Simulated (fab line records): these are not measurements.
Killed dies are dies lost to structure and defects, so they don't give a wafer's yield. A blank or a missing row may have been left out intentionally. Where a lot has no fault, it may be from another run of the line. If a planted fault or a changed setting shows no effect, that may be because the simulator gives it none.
fab line records | flow ritCmos
record lots=12 | wafers=36 | lastDay=7
route steps=202 shown CONTACT@173 M1@202
lots that met no fault: from a run of the same line without faults
startH: start of the lot's first displayed wafer, in hours after the record's first day | waitH: how many hours have passed since the lot's step before this one | " identical to the entry in the row above | L1.1+2: a row that stands for several wafers | - no value present, or no start provided | * or withheld: withheld | < > ~ a bound
route shown NAME@n: a module of which the file shows steps, and the number in the route of the first | usual: mean and standard deviation over wafers with no fault | same: alike in all rows | chamber/n: place in a boat | sites: per-site readings | _std_site: the values' standard deviation | _edge_site: mean of outer sites minus mean of inner sites | radiusMm: how far each site lies from the wafer's centre | mask NAME#n: copy n | behind: the most recent tool/chamber to have shaped the wafer | hold: cause of the lot's hold/its duration in hours/its outcome | device: which transistor (n, p or np) failed to switch | end of line: the tests these same wafers got at the end of their route | step lacking rows: just its recipe | killed: the dies lost at the first sort to structure and to defects; this is not the yield of the wafer | map: a wafer's dies, x killed, . not, _ none there
set.NAME: the setting that was run; set.NAME@STEP: the one run at that earlier step | model.NAME: the simulator's own value behind a step, which no gauge read
route steps across a sampled set of lots; one table per step, one row per wafer
services: a tool's chamber out of use, with start hour (startH, from the record's first day; less than 0 if before it), hours out, and reason
## steps
# step RIT_CONTACT_EXPOSE_05
# recipe maskId=M11 | na=0.6 | sourceShape=conventional | sigmaOuter=0.5 | targetCdNm=1000 | doseMj=250
lot.wafer  | tool            | chamber | startH | waitH | mask
L959.2+3+5 | ilineStepper-01 | 0       | 54.37  | 0.1   | M11#0
L960.4+5+6 | ilineStepper-01 | 0       | 60.65  | 0.1   | M11#0
L961.2+5+6 | ilineStepper-01 | 0       | 66.60  | 0.1   | M11#0
L962.1+4+5 | ilineStepper-02 | 0       | 67.17  | 0.2   | M11#0
L963.1+2+5 | ilineStepper-02 | 0       | 80.16  | 0.2   | M11#0
L965.2+4+6 | ilineStepper-02 | 0       | 82.68  | 0.1   | M11#0
L971.1+3+6 | ilineStepper-02 | 0       | 113.53 | 0.2   | M11#0
L972.1+3+6 | ilineStepper-01 | 0       | 116.49 | 0.2   | M11#0
L973.1+3+4 | ilineStepper-01 | 0       | 122.50 | 0.1   | M11#0
L975.2+5+6 | ilineStepper-02 | 0       | 132.95 | 0.2   | M11#0
L978.2+3+6 | ilineStepper-02 | 0       | 148.90 | 0.2   | M11#0
L979.2+4+5 | ilineStepper-02 | 0       | 152.79 | 0.1   | M11#0
# step RIT_CONTACT_OVL_MEAS_09
# usual CONTACT_OVL=0.0/1.3
lot.wafer | tool       | chamber | startH | waitH | CONTACT_OVL[nm]
L959.2    | overlay-02 | -       | 54.99  | 0.1   | -0.3
L959.3    | "          | -       | "      | "     | -1.0
L959.5    | "          | -       | "      | "     | -1.2
L960.4    | overlay-01 | -       | 61.24  | 0.1   | 1.6
L960.5    | "          | -       | "      | "     | -0.3
L960.6    | "          | -       | "      | "     | 1.7
L961.2    | overlay-01 | -       | 67.23  | 0.1   | 2.1
L961.5    | "          | -       | "      | "     | 1.2
L961.6    | "          | -       | "      | "     | 1.8
L962.1    | overlay-02 | -       | 67.81  | 0.1   | 0.9
L962.4    | "          | -       | "      | "     | 0.5
L962.5    | "          | -       | "      | "     | 0.7
L963.1    | overlay-01 | -       | 80.90  | 0.1   | -0.3
L963.2    | "          | -       | "      | "     | -0.9
L963.5    | "          | -       | "      | "     | -1.1
L965.2    | overlay-02 | -       | 83.30  | 0.1   | 3.4
L965.4    | "          | -       | "      | "     | 1.1
L965.6    | "          | -       | "      | "     | 1.6
L971.1    | overlay-01 | -       | 114.17 | 0.1   | 1.1
L971.3    | "          | -       | "      | "     | 2.9
L971.6    | "          | -       | "      | "     | 1.0
L972.1    | overlay-01 | -       | 117.13 | 0.1   | 128.9
L972.3    | "          | -       | "      | "     | 130.5
L972.6    | "          | -       | "      | "     | 129.9
L973.1    | overlay-01 | -       | 123.14 | 0.1   | 129.7
L973.3    | "          | -       | "      | "     | 129.4
L973.4    | "          | -       | "      | "     | 129.7
L975.2    | overlay-02 | -       | 133.58 | 0.1   | -0.3
L975.5    | "          | -       | "      | "     | -1.0
L975.6    | "          | -       | "      | "     | -0.7
L978.2    | overlay-01 | -       | 149.52 | 0.1   | -1.6
L978.3    | "          | -       | "      | "     | -1.2
L978.6    | "          | -       | "      | "     | -0.8
L979.2    | overlay-02 | -       | 153.49 | 0.1   | 1.7
L979.4    | "          | -       | "      | "     | 0.5
L979.5    | "          | -       | "      | "     | 0.4
# step RIT_M1_PROBE_99
# usual killedAtFrontEnd=7/3.1 | killedDies=7/3.1 | killedOpen=3.5/2.2 | killedShort=3.3/1.9
# same grossDies=264 | killed_at_M0_to_M3=0 | killed_at_M4_up=0 | killedAtBackSide=0 | killedAtContacts=0 | killedAtOther=0
lot.wafer | tool      | chamber | startH | waitH | killedAtFrontEnd | killedDies | killedOpen | killedShort
L971.1    | prober-01 | -       | 119.40 | 0.1   | 7                | 7          | 4          | 3
L971.3    | prober-01 | -       | 119.50 | 0.2   | 7                | 7          | 3          | 4
L971.6    | prober-01 | -       | 119.65 | 0.2   | 7                | 7          | 2          | 5
L973.1    | prober-01 | -       | 128.67 | 0.1   | 9                | 9          | 2          | 7
L973.3    | prober-01 | -       | 128.77 | 0.2   | 4                | 4          | 1          | 3
L973.4    | prober-01 | -       | 128.82 | 0.2   | 6                | 6          | 2          | 4
L975.2    | prober-01 | -       | 138.85 | 0.1   | 12               | 12         | 6          | 6
L975.5    | prober-01 | -       | 139.00 | 0.2   | 8                | 8          | 3          | 5
L975.6    | prober-01 | -       | 139.05 | 0.2   | 6                | 6          | 3          | 3
L978.2    | prober-02 | -       | 154.61 | 0.1   | 5                | 5          | 2          | 3
L978.3    | prober-02 | -       | 154.66 | 0.2   | 5                | 5          | 1          | 4
L978.6    | prober-02 | -       | 154.81 | 0.2   | 5                | 5          | 1          | 4
# killed by level:class
L971.1 FOX1:geometricParticle:open=3 ACTIVE:geometricParticle:short=1 FOX2:geometricParticle:short=1 SPACER:geometricParticle:open=1 SILICIDE:geometricParticle:short=1
L971.3 FOX1:geometricParticle:short=2 GATE:geometricParticle:short=2 FOX1:geometricParticle:open=1 REOX:geometricParticle:open=1 SILICIDE:geometricParticle:open=1
L971.6 FOX1:geometricParticle:open=1 FOX1:geometricParticle:short=1 FOX2:geometricParticle:short=1 REOX:geometricParticle:short=1 SPACER:geometricParticle:open=1 SPACER:geometricParticle:short=1 SILICIDE:geometricParticle:short=1
L973.1 SPACER:geometricParticle:short=4 GATE:geometricParticle:short=2 FOX1:geometricParticle:open=1 REOX:geometricParticle:open=1 SILICIDE:geometricParticle:short=1
L973.3 FOX1:geometricParticle:short=1 GATE:geometricParticle:open=1 GATE:geometricParticle:short=1 SILICIDE:geometricParticle:short=1
L973.4 FOX1:geometricParticle:short=2 GATE:geometricParticle:short=2 SPACER:geometricParticle:open=1 SILICIDE:geometricParticle:open=1
L975.2 GATE:geometricParticle:open=4 REOX:geometricParticle:short=3 GATE:geometricParticle:short=2 REOX:geometricParticle:open=2 SILICIDE:geometricParticle:short=1
L975.5 SPACER:geometricParticle:short=3 GATE:geometricParticle:open=2 GATE:geometricParticle:short=1 REOX:geometricParticle:short=1 SPACER:geometricParticle:open=1
L975.6 GATE:geometricParticle:short=3 SPACER:geometricParticle:open=3
L978.2 SILICIDE:geometricParticle:short=2 REOX:geometricParticle:open=1 SPACER:geometricParticle:short=1 SILICIDE:geometricParticle:open=1
L978.3 FOX2:geometricParticle:short=1 GATE:geometricParticle:open=1 GATE:geometricParticle:short=1 SPACER:geometricParticle:short=1 SILICIDE:geometricParticle:short=1
L978.6 GATE:geometricParticle:short=2 SPACER:geometricParticle:short=2 SILICIDE:geometricParticle:open=1
## services
tool            | chamber | startH | hours | kind
ilineStepper-02 | -       | 39.74  | 16.8  | repair
ilineStepper-02 | -       | 56.49  | 8.9   | pm
ilineStepper-01 | -       | 98.45  | 4.4   | pm
## key
firstSign step=RIT_CONTACT_OVL_MEAS_09 | reading=CONTACT_OVL | direction=up | sigmas=99+ | usual=0.0 | struck=129.7
effect none on later readings
metAt RIT_CONTACT_EXPOSE_05
struckLots L972,L973
testerLeftOut L972,L973
onsetBetween 66.60 116.49
fault kind=scannerMatchingOverlay | tool=ilineStepper-01 | chamber=- | onsetH=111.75 | steps=RIT_CONTACT_EXPOSE_05 | offset=130
# testerLeftOut: of these lots the tester's yield and bins aren't shown, on N5 and GAA mostly nor the transistor test; their killed dies are dies lost to structure and defects alone, not to doping, threshold or leakage, so they don't give the yield
